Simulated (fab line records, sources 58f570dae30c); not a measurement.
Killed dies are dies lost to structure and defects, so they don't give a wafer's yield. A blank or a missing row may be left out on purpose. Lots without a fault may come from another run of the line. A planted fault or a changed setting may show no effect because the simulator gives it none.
Split-lot experiment | flow berkeley_cmos170 | 5 lots, 27 wafers read, on a route of 331 steps

THE SPLIT
At UCB170_PWELL_ETCH_14 (etches Si3N4 in CH3F/Ar/O2, stops on SiO2, target depth 242 nm, time 151 s), the setting time_s was moved away from the recipe's 151 s on 6 of the 27 wafers read, by -27.8% to -25.0%. The other wafers ran this setting at the recipe's value.

The reading is taken at the split's own step.

THE READING
oes_product_au, in a.u., at UCB170_PWELL_ETCH_14 (etches Si3N4 in CH3F/Ar/O2, stops on SiO2, target depth 242 nm, time 151 s). Fault-free wafers of this fab line usually give 0.941 a.u., standard deviation 0.019 a.u..

wafer  | tool, chamber at the split | time_s as run, s | against the recipe | oes_product_au, a.u. | against lot-mates on the recipe
L076.1 | rie_diel-01, 0             | 151              | recipe             | 0.918                | -
L076.2 | rie_diel-01, 3             | 151              | recipe             | 0.971                | -
L076.3 | rie_diel-01, 2             | 151              | recipe             | 0.970                | -
L076.4 | rie_diel-01, 1             | 151              | recipe             | 0.929                | -
L076.5 | rie_diel-01, 3             | 151              | recipe             | 0.968                | -
L076.6 | rie_diel-01, 2             | 151              | recipe             | 0.961                | -
L077.1 | rie_diel-03, 3             | 113.3            | -25.0%             | 1.009                | +0.089
L077.2 | rie_diel-03, 0             | 151              | recipe             | 0.916                | -
L077.3 | rie_diel-03, 2             | 151              | recipe             | 0.921                | -
L077.4 | rie_diel-03, 1             | 113.3            | -25.0%             | 1.032                | +0.112
L077.5 | rie_diel-03, 3             | 113.3            | -25.0%             | 1.008                | +0.088
L077.6 | rie_diel-03, 0             | 151              | recipe             | 0.924                | -
L079.1 | rie_diel-01, 2             | 151              | recipe             | 0.970                | -
L079.2 | rie_diel-01, 0             | 151              | recipe             | 0.921                | -
L079.3 | rie_diel-01, 1             | 151              | recipe             | 0.922                | -
L081.1 | rie_diel-01, 0             | 151              | recipe             | 0.924                | -
L081.2 | rie_diel-01, 1             | 151              | recipe             | 0.926                | -
L081.3 | rie_diel-01, 3             | 109              | -27.8%             | 1.027                | +0.087
L081.4 | rie_diel-01, 2             | 109              | -27.8%             | 1.031                | +0.091
L081.5 | rie_diel-01, 0             | 109              | -27.8%             | 0.987                | +0.047
L081.6 | rie_diel-01, 3             | 151              | recipe             | 0.969                | -
L083.1 | rie_diel-04, 0             | 151              | recipe             | 0.923                | -
L083.2 | rie_diel-04, 1             | 151              | recipe             | 0.923                | -
L083.3 | rie_diel-04, 2             | 151              | recipe             | 0.936                | -
L083.4 | rie_diel-04, 3             | 151              | recipe             | 0.920                | -
L083.5 | rie_diel-04, 0             | 151              | recipe             | 0.934                | -
L083.6 | rie_diel-04, 3             | 151              | recipe             | 0.912                | -

THE FIT
A straight line over all 27 wafers: oes_product_au changes by -0.003 a.u. for each +1% of time_s; r = -0.85; the points scatter about the line by 0.021 a.u..
The same after taking each lot's own level away (the mean of its wafers on the recipe; 27 wafers): -0.00321 a.u. for each +1%; r = -0.89; scatter 0.019 a.u..
On that fit, the largest move of time_s shifts the reading by 0.089 a.u..
The lots' own levels span 0.9203 to 0.9528 a.u., that is 1.7 times the standard deviation above.
So the lot-to-lot level changes the slope little: the two slopes agree.
Check: with one of the wafers moved furthest among these (-27.8%) left out of the fit, the line predicts +0.0899 a.u. for it against its lot-mates. It came out at +0.0873 a.u. against them.
Tool readings at the split's step, against how far the setting was moved: oes_product_au r = -0.85.

OTHER SPLITS ON THESE WAFERS
These wafers also went through other splits before the reading. Each is held against what the fit with the lots' levels taken away leaves over:
other split on the same wafers      | wafers away from the commonest value | r with oes_product_au (lot level and that fit taken away)
UCB170_START_OXIDATION_02 ox_time_s | 18                                   | +0.21

THE WHOLE CHAIN: every reading that the file lists as answering this split, in the file's order
step                  | what it does                                                               | reading                                                                            | change (the file's fit)                   | r (the file's)
UCB170_PWELL_ETCH_14  | etches Si3N4 in CH3F/Ar/O2, stops on SiO2, target depth 242 nm, time 151 s | oes_product_au                                                                     | -0.00321 a.u. for each +1% of the setting | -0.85
UCB170_PWELL_ETCH_14  | etches Si3N4 in CH3F/Ar/O2, stops on SiO2, target depth 242 nm, time 151 s | KrF_of_PWELL_COAT_08.thk_nm (the simulator's own value, which no gauge read)       | -1.63 nm for each +1% of the setting      | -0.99
UCB170_PWELL_ETCH_14  | etches Si3N4 in CH3F/Ar/O2, stops on SiO2, target depth 242 nm, time 151 s | etch.depth_nm (the simulator's own value, which no gauge read)                     | +1.51 nm for each +1% of the setting      | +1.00
UCB170_PWELL_ETCH_14  | etches Si3N4 in CH3F/Ar/O2, stops on SiO2, target depth 242 nm, time 151 s | SiO2_of_PWELL_OXIDATION_02.thk_nm (the simulator's own value, which no gauge read) | -0.0509 nm for each +1% of the setting    | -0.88
UCB170_PWELL_STRIP_16 | strips in O2                                                               | strip_time_to_endpoint_s                                                           | withheld for each +1% of the setting      | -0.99

THE FILE'S OWN FIT
oes_product_au changes by -0.00321 a.u. for each +1% of time_s, r = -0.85.
